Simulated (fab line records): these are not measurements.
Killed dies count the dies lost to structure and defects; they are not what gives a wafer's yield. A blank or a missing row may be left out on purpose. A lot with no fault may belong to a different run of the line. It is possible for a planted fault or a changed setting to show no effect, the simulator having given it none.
Which tool was responsible? -- flow berkeleyCmos170 -- Sampling: 14 lots, 42 wafers, 6 of 331 route steps

## WHAT THE GAUGES SHOWED, per wafer
UCB170_SDANNEAL_RS_MEAS_02: the measuring method here is four-point-probe.
lot,measured,on,PSD_RS (ohm/sq)
L168,day 8 12:41,filmMetro-01,75.5 75.1 75.3
L169,day 8 12:51,filmMetro-02,75.6 76.0 75.9
L170,day 8 12:38,filmMetro-04,75.7 75.7 75.4
L171,day 9 03:58,filmMetro-04,75.8 75.8 75.6
L173,day 9 04:11,filmMetro-02,75.9 75.7 75.9
L172,day 9 06:16,filmMetro-01,75.0 75.0 75.1
L174,day 9 06:47,filmMetro-04,74.9 75.1 74.8
L176,day 10 01:13,filmMetro-01,75.2 75.5 75.1
L175,day 10 02:28,filmMetro-02,76.4 76.3 76.5
L181,day 10 22:50,filmMetro-04,75.5 75.3 75.4
L184,day 11 15:02,filmMetro-04,75.2 75.3 75.1
L185,day 11 14:32,filmMetro-02,75.9 75.6 75.8
L187,day 12 00:44,filmMetro-04,75.6 75.4 75.5
L188,day 12 00:54,filmMetro-01,75.8 75.7 75.6

UCB170_M1_RS_MEAS_01: the measuring method here is four-point-probe.
lot,measured,on,M1_AL_RS (ohm/sq)
L168,day 8 18:48,filmMetro-01,0.0499 0.0496 0.0496
L169,day 8 19:55,filmMetro-01,0.0485 0.0484 0.0482
L170,day 8 18:34,filmMetro-02,0.0502 0.0495 0.0499
L171,day 9 10:55,filmMetro-04,0.0484 0.0490 0.0495
L173,day 9 13:20,filmMetro-02,0.0490 0.0496 0.0488
L172,day 9 14:27,filmMetro-01,0.0479 0.0485 0.0479
L174,day 9 14:38,filmMetro-02,0.0484 0.0481 0.0481
L176,day 10 11:14,filmMetro-02,0.0493 0.0496 0.0497
L175,day 10 12:59,filmMetro-04,0.0497 0.0498 0.0500
L181,day 11 04:59,filmMetro-02,0.0488 0.0487 0.0485
L184,day 11 20:49,filmMetro-01,0.0492 0.0490 0.0493
L185,day 11 21:19,filmMetro-04,0.0489 0.0495 0.0493
L187,day 12 08:05,filmMetro-02,0.0490 0.0495 0.0491
L188,day 12 08:15,filmMetro-01,0.0480 0.0479 0.0479

UCB170_V2_CD_MEAS_90 targets a cd of 700 nm.
lot,measured,on,cdNm (nm)
L168,day 9 08:36,cdSem-01,701.8 701.8 700.4
L169,day 9 11:21,cdSem-01,699.9 699.5 700.0
L170,day 9 13:49,cdSem-02,698.3 697.1 697.3
L171,day 9 22:55,cdSem-01,698.2 696.9 697.6
L173,day 10 05:19,cdSem-02,699.4 700.9 698.4
L172,day 10 06:09,cdSem-02,701.1 698.5 699.0
L174,day 10 07:25,cdSem-02,700.6 701.9 700.3
L176,day 11 02:41,cdSem-01,700.2 698.2 700.0
L175,day 11 04:23,cdSem-02,707.5 708.2 706.2
L181,day 11 17:19,cdSem-01,706.0 707.0 705.5
L184,day 12 07:29,cdSem-02,701.1 703.0 702.8
L185,day 12 08:53,cdSem-02,700.4 698.7 700.9
L187,day 13 17:53,cdSem-01,697.4 696.4 695.5
L188,day 13 17:20,cdSem-01,698.6 698.0 698.9

## WHAT TOOL EACH LOT RAN ON (gives the tool, then ch and the chambers of the sampled wafers, and finally the start)
lot,UCB170_SPACER_ETCHBACK_03,UCB170_V2_ETCH_14,UCB170_V2_STRIP_15
L168,"rieDiel-01 ch 1,2,3, day 8 06:01","rieDiel-02 ch 0,2,3, day 9 08:19","plasmaAsher-04 ch 0,1, day 9 08:30"
L169,"rieDiel-02 ch 0,1,2, day 8 06:01","rieDiel-02 ch 0,3, day 9 11:04","plasmaAsher-03 ch 0,1, day 9 11:15"
L170,"rieDiel-03 ch 1,2,3, day 8 06:01","rieDiel-04 ch 0,2, day 9 13:31","plasmaAsher-03 ch 0,1, day 9 13:42"
L171,"rieDiel-01 ch 0,2, day 8 21:55","rieDiel-03 ch 0,3, day 9 22:37","plasmaAsher-01 ch 0,1, day 9 22:48"
L173,"rieDiel-03 ch 0,1, day 8 21:55","rieDiel-04 ch 0,1,3, day 10 05:01","plasmaAsher-04 ch 0,1, day 10 05:13"
L172,"rieDiel-02 ch 0,1,2, day 8 21:56","rieDiel-04 ch 1,2,3, day 10 05:51","plasmaAsher-01 ch 1, day 10 06:02"
L174,"rieDiel-01 ch 0,1,3, day 8 21:59","rieDiel-02 ch 1,2,3, day 10 07:07","plasmaAsher-03 ch 0,1, day 10 07:18"
L176,"rieDiel-02 ch 0,1,3, day 9 19:52","rieDiel-04 ch 1,2,3, day 11 02:23","plasmaAsher-01 ch 0,1, day 11 02:34"
L175,"rieDiel-02 ch 1,2,3, day 9 19:56","rieDiel-02 ch 1,2, day 11 04:05","plasmaAsher-01 ch 0,1, day 11 04:16"
L181,"rieDiel-03 ch 0,2,3, day 10 15:52","rieDiel-02 ch 1,2, day 11 17:01","plasmaAsher-04 ch 0,1, day 11 17:12"
L184,"rieDiel-01 ch 0,1, day 11 08:43","rieDiel-03 ch 0,3, day 12 07:02","plasmaAsher-01 ch 0,1, day 12 07:18"
L185,"rieDiel-03 ch 0,2, day 11 08:43","rieDiel-03 ch 0,3, day 12 08:29","plasmaAsher-04 ch 0, day 12 08:46"
L187,"rieDiel-02 ch 2,3, day 11 19:07","rieDiel-04 ch 0,1,2, day 13 17:37","plasmaAsher-01 ch 0,1, day 13 17:47"
L188,"rieDiel-01 ch 0,1,2, day 11 19:07","rieDiel-04 ch 0,2,3, day 13 17:04","plasmaAsher-03 ch 0,1, day 13 17:14"
- UCB170_SPACER_ETCHBACK_03: etches SiO2 in CHF3/CF4/Ar, stops on Si, target depth 376 nm, time 100 s.
- UCB170_V2_ETCH_14: etches SiO2 in CHF3/CF4/Ar, stops on Al, target depth 1250 nm, time 291 s.
- UCB170_V2_STRIP_15: strips in O2.

## WHAT THE TOOLS THEMSELVES READ (means of the sampled wafers that have a number; where no wafer has one, the mark that the record gives instead)
UCB170_SPACER_ETCHBACK_03.
lot,tool,chamberPressureMTorr (mTorr),drypumpMotorCurrentA (A),oesProductAu (a.u.),throttleValvePct (%)
L168,rieDiel-01,199.93,5.4,0.891,6.46
L169,rieDiel-02,200.06,5.6,0.902,6.42
L170,rieDiel-03,199.96,5.7,0.920,6.51
L171,rieDiel-01,200.00,5.4,0.894,6.47
L173,rieDiel-03,199.91,5.9,0.908,6.50
L172,rieDiel-02,200.16,5.6,0.903,6.41
L174,rieDiel-01,199.84,5.5,0.888,6.41
L176,rieDiel-02,199.97,5.7,0.898,6.43
L175,rieDiel-02,199.93,5.8,0.905,6.45
L181,rieDiel-03,199.83,5.9,0.894,6.54
L184,rieDiel-01,199.97,5.2,0.890,6.32
L185,rieDiel-03,200.00,6.0,0.881,6.58
L187,rieDiel-02,199.87,6.0,0.903,6.43
L188,rieDiel-01,199.92,5.3,0.893,6.43

UCB170_V2_ETCH_14.
lot,tool,chamberPressureMTorr (mTorr),drypumpMotorCurrentA (A),oesProductAu (a.u.),rfFwdPowerW (W),throttleValvePct (%)
L168,rieDiel-02,199.89,5.9,0.873,698.1,6.87
L169,rieDiel-02,199.88,5.7,0.868,699.1,6.85
L170,rieDiel-04,200.06,5.8,0.853,702.8,7.07
L171,rieDiel-03,200.11,6.1,0.858,697.7,7.01
L173,rieDiel-04,199.89,5.9,0.861,700.9,6.93
L172,rieDiel-04,199.96,5.8,0.853,698.4,6.83
L174,rieDiel-02,200.14,5.8,0.872,698.2,6.93
L176,rieDiel-04,199.89,5.8,0.855,699.7,6.82
L175,rieDiel-02,200.00,5.5,0.876,979.8,6.95
L181,rieDiel-02,199.99,5.5,0.882,976.2,6.95
L184,rieDiel-03,200.24,6.0,0.867,697.4,6.99
L185,rieDiel-03,199.86,6.1,0.861,699.3,7.03
L187,rieDiel-04,200.00,6.0,0.851,699.3,6.96
L188,rieDiel-04,200.10,5.6,0.866,699.5,6.95

UCB170_V2_STRIP_15.
lot,tool,chamberPressureMTorr (mTorr),drypumpMotorCurrentA (A),oesProductAu (a.u.),stripTimeToEndpointS (s)
L168,plasmaAsher-04,3502,5.5,0.724,15.35
L169,plasmaAsher-03,3501,5.6,0.720,15.29
L170,plasmaAsher-03,3499,5.6,0.721,15.39
L171,plasmaAsher-01,3498,5.6,0.721,15.20
L173,plasmaAsher-04,3499,5.8,0.718,15.27
L172,plasmaAsher-01,3500,5.8,0.722,15.37
L174,plasmaAsher-03,3503,5.6,0.714,15.30
L176,plasmaAsher-01,3498,5.4,0.722,15.40
L175,plasmaAsher-01,3498,5.3,0.719,14.13
L181,plasmaAsher-04,3497,5.8,0.724,14.13
L184,plasmaAsher-01,3500,5.3,0.719,15.12
L185,plasmaAsher-04,3497,5.3,0.720,15.28
L187,plasmaAsher-01,3498,5.3,0.719,15.46
L188,plasmaAsher-03,3500,5.6,0.724,15.27

## THE ANSWER, worked out from the rows above alone
Rule: the usual values come from the lots themselves. Put in order of their means at a reading, lots are off if they are a third of the lots or fewer, leave a main group of 4 or more, and stand apart from it by a gap of 3 or more times the standard deviation of the main group's means; of several such gaps the widest counts. If all means in a main group match to the digits the tables above print for the reading, that group is not used. A lot without any number at a reading at which 4 lots or more have one is off too. Any other lot the step has rows for is counted as sound. After the gauges, taken in route order, come the tools' own readings; for these a lot's mean is taken, as printed above. The first step at which some lot is off is used, and at that step the reading that is off furthest; a lot without a number counts as furthest.
Off: L175, L181, at UCB170_V2_ETCH_14 (rfFwdPowerW). The main group has a mean of 699.2 W with a standard deviation of 1.4.
If a tool, at that step or one of the process steps before it, ran each lot that is off and ran no sound lot following the first of them, it fits. One fits: rieDiel-02 at UCB170_V2_ETCH_14. A fault onset in the window from L174 (day 10 07:07, its last sound lot) to L175 (day 11 04:05, its first lot off) fits.
On the lots that are off, the tool's own readings at UCB170_V2_ETCH_14 differ by more than 5 times the standard deviation of the sound lots' means, which bears it out; rfFwdPowerW reads 978.0 W there versus 699.2 W on the sound lots.

## WHAT WAS PUT IN BY THE SIMULATOR
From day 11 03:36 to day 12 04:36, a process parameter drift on rieDiel-02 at UCB170_V2_ETCH_14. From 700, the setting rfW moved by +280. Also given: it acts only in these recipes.
Shown lots that were struck: L175, L181. Same finding as the rule above.
